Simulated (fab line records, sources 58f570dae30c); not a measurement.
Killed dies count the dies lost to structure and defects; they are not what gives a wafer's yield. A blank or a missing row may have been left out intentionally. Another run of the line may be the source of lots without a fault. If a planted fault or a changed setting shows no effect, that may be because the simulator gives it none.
Which tool was responsible? | flow berkeley cmos170 | route of 331 steps, sampled at 1 step: 7 lots, 21 wafers

## WHAT EACH GAUGE READ, for each wafer
UCB170_SILICIDE_RS_MEAS_02: uses a four-point probe to measure.
lot  | measured     | on            | SILICIDE_TI_RS (ohm/sq)
L408 | day 8 15:27  | film metro-01 | 25.8 25.7 26.4
L410 | day 9 09:31  | film metro-04 | 26.9 27.0 27.2
L413 | day 9 13:32  | film metro-01 | 26.3 26.0 26.6
L416 | day 9 22:08  | film metro-01 | 26.5 26.8 26.6
L424 | day 11 12:17 | film metro-03 | 25.3 26.0 26.1
L426 | day 12 07:20 | film metro-01 | 26.0 26.1 26.1
L429 | day 14 04:29 | film metro-04 | 26.0 26.3 26.2

## WHICH TOOL RAN EACH LOT (tool, then ch and the chambers of the sampled wafers, then the start)
There is no process step in the record ahead of these readings.

## THE ANSWER, worked out from the rows above alone
Rule: the lots themselves supply what counts as usual. The widest of any qualifying gaps counts: lots, ordered by their means at a reading, are off when they make up no more than a third of the lots, leave a main group of 4 or more, and stand apart from it by 3 or more times the standard deviation of that group's means. The tables above print the reading to a certain number of digits; a main group whose means all agree to those digits is not used. A lot without any number at a reading at which 4 lots or more have one is off too. Any other lot the step has rows for is counted as sound.
Nothing can be told from this: no lot is off at any reading shown.

## WHAT THE SIMULATOR HAD INSERTED
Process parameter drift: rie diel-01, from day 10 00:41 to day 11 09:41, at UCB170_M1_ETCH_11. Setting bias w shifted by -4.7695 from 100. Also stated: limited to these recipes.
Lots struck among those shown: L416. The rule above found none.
